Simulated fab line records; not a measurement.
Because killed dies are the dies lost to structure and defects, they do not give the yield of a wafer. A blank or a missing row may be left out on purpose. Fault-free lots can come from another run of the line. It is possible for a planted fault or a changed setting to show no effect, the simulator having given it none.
The same fault as seen by 2 desks | flow berkeleyCmos170 | numbers are kept per desk, each desk with only its own; the story behind them comes last

== DESK OF THE TOOL OWNER: cmp-02 ==
The tool's own readings at UCB170_V1_CMP_02 (polishes SiO2): means of the sampled wafers that have a number, for each lot that ran on this tool. A lot is out of limits, marked OUT, if its mean lies more than 4 standard deviations from the usual mean; the brackets give that distance.
Columns: A = edgeZonePressureFrac at UCB170_V1_CMP_02, usual 1.000; B = headPressurePsi at UCB170_V1_CMP_02, usual 6.000 psi; C = motorCurrentA at UCB170_V1_CMP_02, usual 16.8 A; D = slurryFilterDpKPa at UCB170_V1_CMP_02, usual 13.50 kPa
lot  | first seen here | A     | B     | C    | D
L330 | day 8 07:26     | 1.001 | 6.004 | 17.2 | 13.56
L333 | day 8 08:45     | 0.998 | 5.994 | 17.9 | 13.64
L337 | day 9 16:53     | 0.999 | 6.024 | 17.5 | 13.34
L347 | day 11 17:11    | 1.000 | 6.002 | 17.4 | 13.68
L349 | day 12 00:06    | 1.005 | 6.005 | 17.6 | 13.55
L350 | day 12 15:28    | 0.999 | 5.995 | 17.3 | 13.51
L352 | day 13 02:54    | 1.002 | 6.003 | 17.7 | 13.46
This desk's verdict: no lot among the 7 shows anything out of limits.

== METROLOGY DESK ==
Means of the sampled wafers that have a number, per lot and without regard to the tool the lot ran on: this is what the gauges read. A lot is out of limits, marked OUT, if its mean lies more than 4 standard deviations from the usual mean; the brackets give that distance.
Columns: A = CONTACT_PSG_THK at UCB170_CONTACT_THK_MEAS_02, usual 698 nm; B = V1_BOW at UCB170_V1_BOW_MEAS_03, usual 17 um; C = V1_POLISHED_THK at UCB170_V1_THK_MEAS_04, usual 1000.8 nm
lot  | first seen here | A   | B  | C
L329 | day 7 20:22     | 701 | 15 | 1000.7
L331 | day 7 21:06     | 706 | 18 | 1001.1
L330 | day 8 01:32     | 708 | 17 | 1000.6
L333 | day 8 01:32     | 694 | 17 | 1001.1
L337 | day 9 11:13     | 702 | 17 | 1000.0
L338 | day 9 11:35     | 701 | 11 | 1000.3
L343 | day 11 00:37    | 694 | 35 | 2006.1 (+99 or more) OUT
L346 | day 11 09:38    | 695 | 40 | 1994.3 (+99 or more) OUT
L347 | day 11 09:55    | 701 | 21 | 1000.8
L348 | day 11 16:08    | 704 | 18 | 1000.8
L349 | day 11 16:39    | 696 | 18 | 1001.4
L351 | day 12 08:28    | 696 | 19 | 1002.0
L350 | day 12 09:04    | 681 | 22 | 1001.4
L352 | day 12 19:59    | 692 | 17 | 1001.0
Finding of this desk: L343, L346 out of limits, first seen on L343 at day 11 09:55 (V1_POLISHED_THK at UCB170_V1_THK_MEAS_04). In limits: L329, L331, L330, L333, L337, L338, L347, L348, L349, L351, L350, L352.

== PUT TOGETHER ==
At day 11 09:55 the metrology desk could have sounded an alarm, on L343, L346.
The desk of the tool owner found nothing out of limits.
The tool owner's desk has no number on record for L343, L346.
Of the lots named, all ran UCB170_V1_CMP_02 on cmp-02.

== WHAT THE SIMULATOR PUT IN ==
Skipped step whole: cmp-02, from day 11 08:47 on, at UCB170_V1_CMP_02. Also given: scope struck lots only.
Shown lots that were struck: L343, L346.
Delay in hours, fault start to first out-of-limits reading, per desk: metrology desk 1.
